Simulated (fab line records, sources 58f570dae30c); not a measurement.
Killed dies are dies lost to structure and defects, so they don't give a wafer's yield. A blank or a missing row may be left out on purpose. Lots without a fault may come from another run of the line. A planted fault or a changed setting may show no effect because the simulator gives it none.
One fault seen from 2 desks | flow berkeley_cmos170 | each desk has only its own numbers; what lay behind them comes last

THE METROLOGY DESK
What the gauges read, lot by lot, whatever tool the lot ran on: means of the sampled wafers that have a number. A lot is out of limits, marked OUT, if its mean lies more than 4 standard deviations from the usual mean; the brackets give that distance.
Columns: A = M2_AL_RS at UCB170_M2_RS_MEAS_02, usual 0.03223 ohm/sq; B = M2_AL_THK at UCB170_M2_THK_MEAS_03, usual 891 nm
lot  | first seen here | A                 | B
L912 | day 7 18:16     | 0.03213           | 887
L914 | day 7 23:44     | 0.03206           | 892
L917 | day 8 05:58     | 0.03220           | 898
L918 | day 8 18:57     | 0.03219           | 883
L919 | day 8 20:05     | 0.03218           | 895
L920 | day 8 21:20     | 0.03227           | 881
L921 | day 9 07:16     | 0.03197           | 895
L922 | day 9 12:31     | 0.03223           | 891
L923 | day 9 12:38     | 0.03239           | 894
L927 | day 10 15:24    | 0.03239           | 896
L926 | day 10 15:54    | 0.03571 (+14) OUT | 812 (-8.4) OUT
L931 | day 11 02:57    | 0.03577 (+14) OUT | 804 (-9.3) OUT
L930 | day 11 03:26    | 0.03222           | 891
L934 | day 12 05:44    | 0.03195           | 898
This desk's finding: out of limits on L926, L931; first on L926, day 10 15:54 (M2_AL_RS at UCB170_M2_RS_MEAS_02). In limits: L912, L914, L917, L918, L919, L920, L921, L922, L923, L927, L930, L934.

THE TOOL OWNER'S DESK: pvd_sputter-03
The tool's own readings at UCB170_M2_SPUTTER_01 (material Al, target thk 900 nm, time 120 s): means of the sampled wafers that have a number, for each lot that ran on this tool. A lot is out of limits, marked OUT, if its mean lies more than 4 standard deviations from the usual mean; the brackets give that distance.
Columns: A = throttle_valve_pct at UCB170_M2_SPUTTER_01, usual 30.6 %
lot  | first seen here | A
L914 | day 7 23:39     | 29.8
L918 | day 8 18:50     | 31.6
L923 | day 9 12:32     | 31.7
L926 | day 10 15:48    | 31.4
L931 | day 11 02:52    | 32.0
This desk's finding: nothing out of limits on any of the 5 lots.

PUT TOGETHER
The metrology desk could have raised an alarm at day 10 15:54, on L926, L931.
The tool owner's desk saw nothing out of limits.
The tool owner's desk has L926, L931 on record, within its limits.
Of the lots named, all ran UCB170_M2_SPUTTER_01 on pvd_sputter-03.

WHAT THE SIMULATOR HAD PUT IN
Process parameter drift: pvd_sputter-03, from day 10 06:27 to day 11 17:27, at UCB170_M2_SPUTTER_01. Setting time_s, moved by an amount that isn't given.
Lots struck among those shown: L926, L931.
Hours from the fault's start to each desk's first reading out of limits: the metrology desk, 9.
